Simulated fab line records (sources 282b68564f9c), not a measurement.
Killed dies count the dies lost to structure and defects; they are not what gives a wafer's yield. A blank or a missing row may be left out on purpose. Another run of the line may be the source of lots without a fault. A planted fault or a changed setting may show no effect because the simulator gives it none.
Struck lot and sound lot, side by side ; flow ritCmos ; 18 out of 202 route steps
Sound: these wafers, L234.1, L234.3, L234.6. Wafers L237.1, L237.3, L237.4 were the ones struck. The cause is given at the end.
Order at every step that has rows: each side's tool, ch and its chambers, its first start. Under that, the readings that differ: sound wafers ; struck wafers ; difference of the means ; sigmas: that difference in standard deviations of wafers without a fault.
alike: a reading whose means differ by less than 2 such deviations, as well as words and numbers matching on both sides. not compared: withheld readings; readings where some wafer has no value; bounds like >300 that might hide an equal value; numbers whose values overlap and for which the record gives no deviation.
A row with sigmas, a row that says differs or no value, or rows on one side alone: a step with any of these is where the two part. Numbers that have no deviation but don't overlap get no sigmas and don't part them. A reading missing from all wafers of one side parts the sides only when that side holds two or more wafers.

first, 1 step without rows for these wafers: RIT_GATE_CLEAN_04 (cleans in dHF, time 60 s).
RIT_FOX2_THK_MEAS_91:
  sound on filmMetro-02, day 4 01:59; struck on filmMetro-02, day 4 20:36
reading;sound;struck;difference;sigmas
FIELD_OXIDE_LEFT_2_THK (nm);265 273 272;242 239 247;-27;-3
then, 2 steps without rows for these wafers: RIT_GATE_OXIDATION_05 (target thk 3 nm, ox time 270 s); RIT_GATE_ANNEAL_06 (time 600 s).
RIT_GATE_THK_MEAS_07:
  sound on filmMetro-02, day 4 04:38; struck on filmMetro-01, day 4 22:49
  alike: GATE_OXIDE_THK
then, 1 step without rows for these wafers: RIT_GATE_CVD_08 (deposits poly-Si from SiH4, target thk 250 nm, time 2220 s).
RIT_GATE_THK_MEAS_09:
  sound on filmMetro-02, day 4 07:07; struck on filmMetro-02, day 5 01:19
  alike: GATE_POLY_THK
then, 5 steps without rows for these wafers: RIT_GATE_HMDS_10 (prime time 60 s); RIT_GATE_COAT_11 (resist thk 850 nm); RIT_GATE_SOFTBAKE_12 (time 60 s); RIT_GATE_EXPOSE_13 (exposes mask M6, target cd 150 nm); RIT_GATE_PEB_14.
RIT_GATE_DEVELOP_15: develop time 50 s.
  sound on lithoTrack-04 ch 0, day 4 07:00; struck on lithoTrack-04 ch 0, day 5 02:00
reading;sound;struck;difference;sigmas
developerTempC (C);22.98 23.01 23.12;20.78 20.65 20.78;-2.30;-23
RIT_GATE_OVL_MEAS_17:
  sound on overlay-02, day 4 08:08; struck on overlay-01, day 5 02:20
  alike: GATE_OVL
then, 1 step without rows for these wafers: RIT_GATE_HARDBAKE_18 (time 60 s).
RIT_GATE_ETCH_19: etches poly-Si in SF6/CHF3/O2, stops on SiO2, time 165 s, target depth 312.5 nm.
  sound on rieSi-01 ch 0,3, day 4 08:20; struck on rieSi-02 ch 0,2,3, day 5 02:36
  alike: drypumpMotorCurrentA, heBacksideLeakSccm, oesProductAu, throttleValvePct
  not compared: rfHoursCounterH, model.GATE.cdNm
RIT_GATE_STRIP_20: strips in O2, time 180 s.
  sound on plasmaAsher-01 ch 0, day 4 08:26; struck on plasmaAsher-02 ch 0,1, day 5 02:43
  alike: drypumpMotorCurrentA, o2FlowSccm
  not compared: rfHoursCounterH
RIT_M1_PROBE_99:
  sound on prober-01, day 5 05:31; struck on prober-02, day 5 23:58
reading;sound;struck;difference;sigmas
model.etest.pmos_0p3.rOnOhmUm;6398 6432 6614;6265 6162 6069;-316;
model.etest.pmosTurned.rOnOhmUm;3746 3642 3742;3388 3352 3256;-378;
model.etest.pmos_0p15.rOnOhmUm;2893 2852 2917;2558 2545 2481;-359;
model.etest.nmos_0p3.rOnOhmUm;2188 2175 2234;2150 2121 2093;-78;
model.etest.nmos_0p15.rOnOhmUm;1193 1125 1185;1071 1082 1046;-101;
model.etest.nmos_0p15.driveUaUm;465.1 465.6 460.4;520.6 516.3 533.5;+59.8;
model.etest.pmos_0p15.driveUaUm;248.5 245.8 244.6;284.3 284.4 293.8;+41.2;
model.etest.npolyLine.lineOhmUm;171.9 169.3 171.6;208.6 203.7 208.1;+35.9;
  alike: killed_at_M0_to_M3, killedAtContacts, killedAtFrontEnd, killedDies, killedOpen, killedShort

WHERE THEY PART
Earliest at RIT_FOX2_THK_MEAS_91; latest, in this record, at RIT_GATE_DEVELOP_15. Later steps at which nothing parts them and some readings are alike: RIT_GATE_OVL_MEAS_17, RIT_GATE_ETCH_19, RIT_GATE_STRIP_20, RIT_M1_PROBE_99.

WHY: what the simulator had put in
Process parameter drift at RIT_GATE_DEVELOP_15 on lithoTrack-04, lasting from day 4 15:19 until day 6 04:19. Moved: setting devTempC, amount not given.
